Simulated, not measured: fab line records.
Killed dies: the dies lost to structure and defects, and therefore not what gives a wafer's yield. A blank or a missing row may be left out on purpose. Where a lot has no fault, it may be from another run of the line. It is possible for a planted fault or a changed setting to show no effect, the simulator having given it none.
Split-lot experiment ; flow berkeley cmos170 ; on a route of 331 steps: 5 lots, 23 wafers read

THE SPLIT
At UCB170_PWELL_OXIDATION_02 (target thk 26.4 nm, ox time 1260 s), the setting temp c was moved away from the recipe's 1000 C on 15 of the 23 wafers read, by -2.7% to +1.1%. For the rest of the wafers, this setting stayed at what the recipe calls for.

The file shows no step between the split and the reading.

THE READING
PWELL_OXIDE_THK at UCB170_PWELL_THK_MEAS_03, in nm. Typical for fault-free wafers on this fab line: 26.4 nm, with standard deviation 0.42 nm.

wafer;tool, chamber at the split;temp c as run, C;against the recipe;PWELL_OXIDE_THK, nm;against lot-mates on the recipe
L076.1;-, -;992.3;-0.8%;24.0;no lot-mate on the recipe
L076.2;-, -;992.3;-0.8%;24.0;no lot-mate on the recipe
L076.4;-, -;992.3;-0.8%;24.0;no lot-mate on the recipe
L076.5;-, -;992.3;-0.8%;24.2;no lot-mate on the recipe
L076.6;-, -;992.3;-0.8%;24.4;no lot-mate on the recipe
L079.1;furnace-01, 0;1000;recipe;27.3;-
L079.4;furnace-01, 0;1000;recipe;27.5;-
L079.6;furnace-01, 0;1000;recipe;26.7;-
L078.1;-, -;1011;+1.1%;29.0;no lot-mate on the recipe
L078.2;-, -;1011;+1.1%;28.7;no lot-mate on the recipe
L078.3;-, -;1011;+1.1%;29.0;no lot-mate on the recipe
L078.5;-, -;1011;+1.1%;29.1;no lot-mate on the recipe
L078.6;-, -;1011;+1.1%;29.2;no lot-mate on the recipe
L082.2;-, -;973.3;-2.7%;20.4;no lot-mate on the recipe
L082.3;-, -;973.3;-2.7%;20.4;no lot-mate on the recipe
L082.4;-, -;973.3;-2.7%;20.6;no lot-mate on the recipe
L082.5;-, -;973.3;-2.7%;20.5;no lot-mate on the recipe
L082.6;-, -;973.3;-2.7%;20.5;no lot-mate on the recipe
L084.1;-, -;1000;recipe;26.4;-
L084.2;-, -;1000;recipe;26.8;-
L084.3;-, -;1000;recipe;27.0;-
L084.4;-, -;1000;recipe;26.9;-
L084.5;-, -;1000;recipe;27.3;-

FIT RESULTS
A straight line over all 23 wafers: PWELL_OXIDE_THK changes by +2.33 nm for each +1% of temp c; r = +0.99; the points scatter about the line by 0.49 nm.
Too few moved wafers with a lot-mate on the recipe to fit a line net of each lot's own level.

THE WHOLE CHAIN: every reading that the file lists as answering this split, in the file's order
step;what it does;reading;change (the file's fit);r (the file's)
UCB170_PWELL_OXIDATION_02;target thk 26.4 nm, ox time 1260 s;SiO2_of_PWELL_OXIDATION_02.thk nm (the simulator's own value, which no gauge read);+2.32 nm for each +1% of the setting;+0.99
UCB170_PWELL_THK_MEAS_03;;PWELL_OXIDE_THK;+2.33 for each +1% of the setting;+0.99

FILE'S OWN FIT
PWELL_OXIDE_THK changes by +2.33 nm for each +1% of temp c, r = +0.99.
